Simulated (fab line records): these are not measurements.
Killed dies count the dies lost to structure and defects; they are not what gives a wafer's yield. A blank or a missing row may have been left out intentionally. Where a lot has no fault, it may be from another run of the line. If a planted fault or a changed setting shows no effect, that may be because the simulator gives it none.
Which tool was responsible? ; flow berkeleyCmos170 ; 15 lots with 45 wafers sampled at 4 steps, on a route of 331 steps

WHAT EACH GAUGE READ, for each wafer
UCB170_M3_CD_MEAS_90: the cd target is 700 nm.
lot;measured;on;cdNm (nm)
L900;day 8 10:57;cdSem-01;692 697 700
L904;day 8 11:16;cdSem-02;702 702 705
L905;day 8 21:38;cdSem-02;695 701 695
L908;day 9 20:10;cdSem-02;706 706 708
L909;day 10 00:43;cdSem-01;703 700 698
L910;day 10 06:02;cdSem-01;705 704 703
L912;day 10 13:50;cdSem-01;706 700 699
L911;day 10 13:40;cdSem-02;700 697 702
L914;day 11 03:42;cdSem-01;698 699 701
L921;day 12 02:17;cdSem-01;698 700 701
L923;day 12 03:23;cdSem-01;700 698 699
L922;day 12 03:16;cdSem-02;704 701 701

TOOL THAT RAN EACH LOT (tool first, then ch and the chambers of the sampled wafers, then the start)
lot;UCB170_CONTACT_STRIP_19;UCB170_V1_DEVELOP_11;UCB170_M3_ETCH_17
L900;plasmaAsher-02 ch 0,1, day 7 13:19;lithoTrack-03 ch 0, day 8 02:00;rieDiel-04 ch 0,1,2, day 8 10:37
L904;plasmaAsher-01 ch 0,1, day 7 14:38;lithoTrack-01 ch 0, day 8 02:00;rieDiel-02 ch 1,3, day 8 10:53
L905;plasmaAsher-02 ch 0,1, day 8 02:32;lithoTrack-02 ch 0, day 8 12:00;rieDiel-02 ch 0,1,3, day 8 21:17
L908;plasmaAsher-01 ch 0,1, day 9 01:02;lithoTrack-02 ch 0, day 9 08:00;rieDiel-02 ch 1,2,3, day 9 19:50
L909;plasmaAsher-01 ch 0,1, day 9 06:11;lithoTrack-03 ch 0, day 9 14:00;rieDiel-01 ch 1,2, day 10 00:20
L910;plasmaAsher-02 ch 0,1, day 9 10:01;lithoTrack-01 ch 0, day 9 20:00;rieDiel-02 ch 0,1,3, day 10 05:41
L912;plasmaAsher-01 ch 0,1, day 9 18:45;lithoTrack-03 ch 0, day 10 02:00;rieDiel-04 ch 0,3, day 10 13:31
L911;plasmaAsher-03 ch 0, day 9 19:04;lithoTrack-02 ch 0, day 10 02:00;rieDiel-01 ch 0,2,3, day 10 13:19
L915;plasmaAsher-02 ch 0,1, day 10 08:14;lithoTrack-03, day 10 17:00;-
L916;plasmaAsher-03 ch 0,1, day 10 08:35;lithoTrack-03, day 10 16:00;-
L917;plasmaAsher-02 ch 1, day 10 08:36;lithoTrack-02, day 10 17:00;-
L914;plasmaAsher-03 ch 0,1, day 10 09:14;lithoTrack-01 ch 0, day 10 17:00;rieDiel-01 ch 0,1, day 11 03:19
L921;plasmaAsher-01 ch 0,1, day 11 04:08;lithoTrack-03 ch 0, day 11 15:00;rieDiel-04 ch 0,1,3, day 12 01:56
L923;plasmaAsher-01 ch 0,1, day 11 06:35;lithoTrack-03 ch 0, day 11 16:00;rieDiel-04 ch 0,1,2, day 12 03:03
L922;plasmaAsher-01 ch 0,1, day 11 08:35;lithoTrack-02 ch 0, day 11 16:00;rieDiel-02 ch 1,2, day 12 02:56
- UCB170_CONTACT_STRIP_19: strips in O2.
- UCB170_V1_DEVELOP_11: develop time 45 s.
- UCB170_M3_ETCH_17: etches BARC in N2/H2.

WHAT THE TOOLS THEMSELVES READ (means of the sampled wafers that have a number; where no wafer has one, the mark that the record gives instead)
UCB170_CONTACT_STRIP_19.
lot;tool;drypumpMotorCurrentA (A);oesProductAu (a.u.)
L900;plasmaAsher-02;5.4;0.720
L904;plasmaAsher-01;5.4;0.729
L905;plasmaAsher-02;5.6;0.721
L908;plasmaAsher-01;5.4;0.726
L909;plasmaAsher-01;5.5;0.728
L910;plasmaAsher-02;5.4;0.719
L912;plasmaAsher-01;5.9;0.723
L911;plasmaAsher-03;6.2;0.721
L915;plasmaAsher-02;5.6;0.726
L916;plasmaAsher-03;6.0;0.725
L917;plasmaAsher-02;5.8;0.726
L914;plasmaAsher-03;6.1;0.723
L921;plasmaAsher-01;5.4;0.728
L923;plasmaAsher-01;5.4;0.721
L922;plasmaAsher-01;5.4;0.728

UCB170_V1_DEVELOP_11.
lot;tool;chillPlateTempC (C)
L900;lithoTrack-03;22.87
L904;lithoTrack-01;22.98
L905;lithoTrack-02;22.97
L908;lithoTrack-02;22.88
L909;lithoTrack-03;23.00
L910;lithoTrack-01;23.12
L912;lithoTrack-03;23.16
L911;lithoTrack-02;23.14
L915;lithoTrack-03;-
L916;lithoTrack-03;-
L917;lithoTrack-02;-
L914;lithoTrack-01;23.03
L921;lithoTrack-03;23.01
L923;lithoTrack-03;22.93
L922;lithoTrack-02;23.05

UCB170_M3_ETCH_17.
lot;tool;drypumpMotorCurrentA (A);oesProductAu (a.u.);throttleValvePct (%)
L900;rieDiel-04;5.6;0.999;13.37
L904;rieDiel-02;5.2;1.005;13.55
L905;rieDiel-02;5.7;0.998;13.53
L908;rieDiel-02;5.4;1.007;13.43
L909;rieDiel-01;5.0;1.016;13.44
L910;rieDiel-02;5.7;1.003;13.52
L912;rieDiel-04;5.5;0.999;13.47
L911;rieDiel-01;5.5;0.998;13.26
L914;rieDiel-01;5.3;0.969;13.36
L921;rieDiel-04;5.5;1.000;13.44
L923;rieDiel-04;5.6;0.997;13.37
L922;rieDiel-02;4.9;1.020;13.37

THE ANSWER, worked out from the rows above alone
Rule: the lots themselves supply what counts as usual. The widest of any qualifying gaps counts: lots, ordered by their means at a reading, are off when they make up no more than a third of the lots, leave a main group of 4 or more, and stand apart from it by 3 or more times the standard deviation of that group's means. The tables above print the reading to a certain number of digits; a main group whose means all agree to those digits is not used. A lot without any number at a reading at which 4 lots or more have one is off too. Where the step has rows for the other lots, those lots are counted as sound. First the gauges in route order, then the tools' own readings, where a lot's mean is used as printed above. At the first step where some lot is off, the reading lying furthest off is the one used; lots without a number count as furthest.
Off: L915, L916, L917, at UCB170_V1_DEVELOP_11 (chillPlateTempC). Without a number there: L915, L916, L917. For the main group the mean is 23.01 C and the standard deviation 0.091.
A tool fits if, at that step or a process step before it, it ran every lot that is off, and no sound lot after the first of them. Of those tried, none fits.

WHAT THE SIMULATOR PUT IN
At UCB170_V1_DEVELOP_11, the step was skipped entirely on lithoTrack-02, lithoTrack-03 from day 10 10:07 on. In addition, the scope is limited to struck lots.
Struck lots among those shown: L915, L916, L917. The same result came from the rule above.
